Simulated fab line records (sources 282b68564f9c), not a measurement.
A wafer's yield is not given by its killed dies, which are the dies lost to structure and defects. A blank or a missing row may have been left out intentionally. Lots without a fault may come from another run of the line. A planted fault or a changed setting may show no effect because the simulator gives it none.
Which tool was responsible? -- flow rit_cmos -- 15 lots with 45 wafers sampled at 3 steps, on a route of 202 steps

== WHAT EACH GAUGE READ, for each wafer ==
RIT_SILICIDE_RS_MEAS_02: the measuring method here is four-point-probe. Usual: SILICIDE_TI_RS 48.5 ohm/sq, standard deviation 0.42.
lot,measured,on,SILICIDE_TI_RS (ohm/sq),flag
L123,day 3 03:12,film_metro-01,47.9 47.6 47.7,
L124,day 3 08:05,film_metro-01,47.9 47.9 47.9,
L125,day 3 13:29,film_metro-04,48.2 48.2 48.2,
L126,day 3 17:13,film_metro-04,48.0 48.6 48.5,
L127,day 3 23:13,film_metro-03,48.6 49.2 49.3,
L128,day 4 06:34,film_metro-04,49.0 48.8 48.9,
L129,day 4 08:35,film_metro-03,48.3 48.7 48.4,
L131,day 4 19:12,film_metro-03,48.6 48.8 49.3,
L132,day 5 05:00,film_metro-01,48.6 49.0 48.9,
L133,day 5 06:47,film_metro-03,48.7 49.1 49.1,
L134,day 5 10:10,film_metro-03,48.6 48.8 48.7,
L139,day 6 11:47,film_metro-01,48.2 55.5 48.7,OFF
L141,day 7 02:16,film_metro-03,48.8 55.3 48.7,OFF
L143,day 7 06:22,film_metro-03,48.5 48.2 55.1,OFF
L146,day 7 22:05,film_metro-01,48.5 48.6 49.1,

RIT_SILICIDE_THK_MEAS_03: measures by xrf. Usual: SILICIDE_TI_THK 29.50 nm, standard deviation 0.29.
lot,measured,on,SILICIDE_TI_THK (nm),flag
L123,day 3 03:19,film_metro-01,29.76 29.93 30.06,
L124,day 3 08:13,film_metro-01,29.92 29.90 29.88,
L125,day 3 13:37,film_metro-04,29.69 29.57 29.55,
L126,day 3 17:20,film_metro-04,29.74 29.41 29.54,
L127,day 3 23:19,film_metro-03,29.56 29.32 29.15,
L128,day 4 06:40,film_metro-04,29.29 29.33 29.19,
L129,day 4 08:42,film_metro-03,29.33 29.24 29.22,
L131,day 4 19:19,film_metro-03,29.04 29.09 28.88,
L132,day 5 05:07,film_metro-01,29.55 29.46 29.30,
L133,day 5 06:55,film_metro-03,29.22 28.98 29.14,
L134,day 5 10:17,film_metro-03,29.35 29.10 29.26,
L139,day 6 11:55,film_metro-01,29.86 26.69 29.67,
L141,day 7 02:23,film_metro-03,29.25 26.44 29.24,OFF
L143,day 7 06:28,film_metro-03,29.36 29.50 26.48,OFF
L146,day 7 22:13,film_metro-01,29.62 29.62 29.32,

== WHICH TOOL RAN EACH LOT (tool, then ch and the chambers of the sampled wafers, then the start) ==
lot,RIT_SILICIDE_SPUTTER_01
L123,"pvd_sputter-03, day 3 03:02"
L124,"pvd_sputter-01, day 3 07:56"
L125,"pvd_sputter-03, day 3 13:20"
L126,"pvd_sputter-01, day 3 17:04"
L127,"pvd_sputter-03, day 3 23:02"
L128,"pvd_sputter-01, day 4 06:23"
L129,"pvd_sputter-03, day 4 08:17"
L131,"pvd_sputter-03, day 4 19:03"
L132,"pvd_sputter-01, day 5 04:51"
L133,"pvd_sputter-03, day 5 06:38"
L134,"pvd_sputter-01, day 5 10:01"
L139,"pvd_sputter-03, day 6 11:38"
L141,"pvd_sputter-03, day 7 02:06"
L143,"pvd_sputter-03, day 7 06:10"
L146,"pvd_sputter-01, day 7 21:56"
- RIT_SILICIDE_SPUTTER_01: material Ti, target thk 30 nm, time 240 s.

== WHAT THE TOOLS THEMSELVES READ (means of the sampled wafers that have a number; where no wafer has one, the mark that the record gives instead) ==
RIT_SILICIDE_SPUTTER_01. Usual: substrate_temp_c 25.00 C, standard deviation 0.11; throttle_valve_pct 30.4 %, standard deviation 1.5.
lot,tool,substrate_temp_c (C),throttle_valve_pct (%),flag
L123,pvd_sputter-03,24.98,31.2,
L124,pvd_sputter-01,25.09,29.5,
L125,pvd_sputter-03,24.96,31.9,
L126,pvd_sputter-01,24.93,29.4,
L127,pvd_sputter-03,25.02,31.5,
L128,pvd_sputter-01,25.04,28.7,
L129,pvd_sputter-03,25.02,31.7,
L131,pvd_sputter-03,25.07,30.7,
L132,pvd_sputter-01,25.05,28.7,
L133,pvd_sputter-03,24.95,31.7,
L134,pvd_sputter-01,24.93,29.0,
L139,pvd_sputter-03,25.12,31.0,
L141,pvd_sputter-03,24.99,31.8,
L143,pvd_sputter-03,24.98,31.1,
L146,pvd_sputter-01,25.11,28.6,

== THE ANSWER, worked out from the rows above alone ==
Rule: lot off if the mean of its wafers having a number is beyond 3 standard deviations from the usual mean. A lot without any number at a reading at which 4 lots or more have one is off too. Where the step has rows for the other lots, those lots are counted as sound. The gauges are gone through in route order, then the tools' own readings, and for those a lot's mean is taken as printed above. At the first step where some lot is off, the reading lying furthest off is the one used; lots without a number count as furthest.
Off: L139, L141, L143, at RIT_SILICIDE_RS_MEAS_02 (SILICIDE_TI_RS).
If a tool, at a process step before that reading, ran all the lots that are off and no sound lot after the first of them, it fits. Those tools and the gauges at RIT_SILICIDE_RS_MEAS_02 are tried in the same way. One candidate fits, namely pvd_sputter-03 at RIT_SILICIDE_SPUTTER_01. A fault onset in the window from L133 (day 5 06:38, its last sound lot) to L139 (day 6 11:38, its first lot off) fits.

== WHAT THE SIMULATOR HAD INSERTED ==
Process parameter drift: pvd_sputter-03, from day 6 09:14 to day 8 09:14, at RIT_SILICIDE_SPUTTER_01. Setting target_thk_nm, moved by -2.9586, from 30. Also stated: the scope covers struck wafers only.
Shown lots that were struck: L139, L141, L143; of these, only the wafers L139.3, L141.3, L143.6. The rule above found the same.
